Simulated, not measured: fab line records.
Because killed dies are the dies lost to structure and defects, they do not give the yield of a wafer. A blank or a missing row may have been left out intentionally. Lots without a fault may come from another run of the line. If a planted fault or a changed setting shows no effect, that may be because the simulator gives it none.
2 desks, one fault || flow rit_cmos || numbers are kept per desk, each desk with only its own; the story behind them comes last

AT THE TOOL OWNER'S DESK: lpcvd-01
The tool's own readings at RIT_GATE_CVD_08 (deposits poly-Si from SiH4, target thk 250 nm, time 2220 s): means of the sampled wafers that have a number, for each lot that ran on this tool. Any lot whose mean is over 4 standard deviations away from the usual mean is out of limits and marked OUT; that distance is given in the brackets.
Columns: A = pressure_mtorr at RIT_GATE_CVD_08, usual 299.9 mTorr; B = zone_power_centre_pct at RIT_GATE_CVD_08, usual 26.1 %
{"lot": "L276", "first seen here": "day 3 02:31", "A": 300.2, "B": 22.6}
{"lot": "L286", "first seen here": "day 5 08:58", "A": "239.3 (-99 or more) OUT", "B": 22.6}
This desk's finding: out of limits on L286; first on L286, day 5 08:58 (pressure_mtorr at RIT_GATE_CVD_08). L276: within limits.

METROLOGY DESK
What the gauges read, lot by lot, whatever tool the lot ran on: means of the sampled wafers that have a number. Any lot whose mean is over 4 standard deviations away from the usual mean is out of limits and marked OUT; that distance is given in the brackets.
Columns: A = INCOMING_BOW at RIT_ACTIVE_BOW_MEAS_00, usual 0 um; B = PWELL_TW at RIT_PWELL_TW_MEAS_10, usual 954; C = GATE_POLY_THK at RIT_GATE_THK_MEAS_09, usual 249.9 nm
{"lot": "L273", "first seen here": "day 1 10:02", "A": 3, "B": 959, "C": 252.3}
{"lot": "L274", "first seen here": "day 1 15:01", "A": 1, "B": 956, "C": 253.8}
{"lot": "L275", "first seen here": "day 1 20:00", "A": -4, "B": 954, "C": 251.9}
{"lot": "L276", "first seen here": "day 2 01:00", "A": -1, "B": 953, "C": 248.5}
{"lot": "L277", "first seen here": "day 2 06:00", "A": 3, "B": 960, "C": 245.6}
{"lot": "L282", "first seen here": "day 3 07:02", "A": 1, "B": 954, "C": 249.4}
{"lot": "L283", "first seen here": "day 3 12:00", "A": 1, "B": 962, "C": 251.2}
{"lot": "L284", "first seen here": "day 3 17:01", "A": -4, "B": 964, "C": 251.3}
{"lot": "L286", "first seen here": "day 4 03:01", "A": 3, "B": 961, "C": "223.6 (-12) OUT"}
{"lot": "L291", "first seen here": "day 5 04:00", "A": -5, "B": 960, "C": 248.3}
{"lot": "L294", "first seen here": "day 5 19:00", "A": 4, "B": 955, "C": 251.1}
{"lot": "L295", "first seen here": "day 6 00:00", "A": -6, "B": 939, "C": 252.7}
Finding of this desk: L286 out of limits, first seen on L286 at day 5 10:35 (GATE_POLY_THK at RIT_GATE_THK_MEAS_09). L273, L274, L275, L276, L277, L282, L283, L284, L291, L294, L295: within limits.

PUT TOGETHER
The tool owner's desk had the chance to raise an alarm at day 5 08:58 on L286.
An alarm was possible from the metrology desk at day 5 10:35, on L286.
Of the lots named, all ran RIT_GATE_CVD_08 on lpcvd-01.

WHAT THE SIMULATOR HAD PUT IN
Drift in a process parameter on lpcvd-01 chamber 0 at RIT_GATE_CVD_08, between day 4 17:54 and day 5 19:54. Setting pressure_mtorr shifted by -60 from 300. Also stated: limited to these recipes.
Shown lots that were struck: L286.
Counting hours from when the fault started, the first reading out of limits came at 15 for the tool owner's desk and at 17 for the metrology desk.
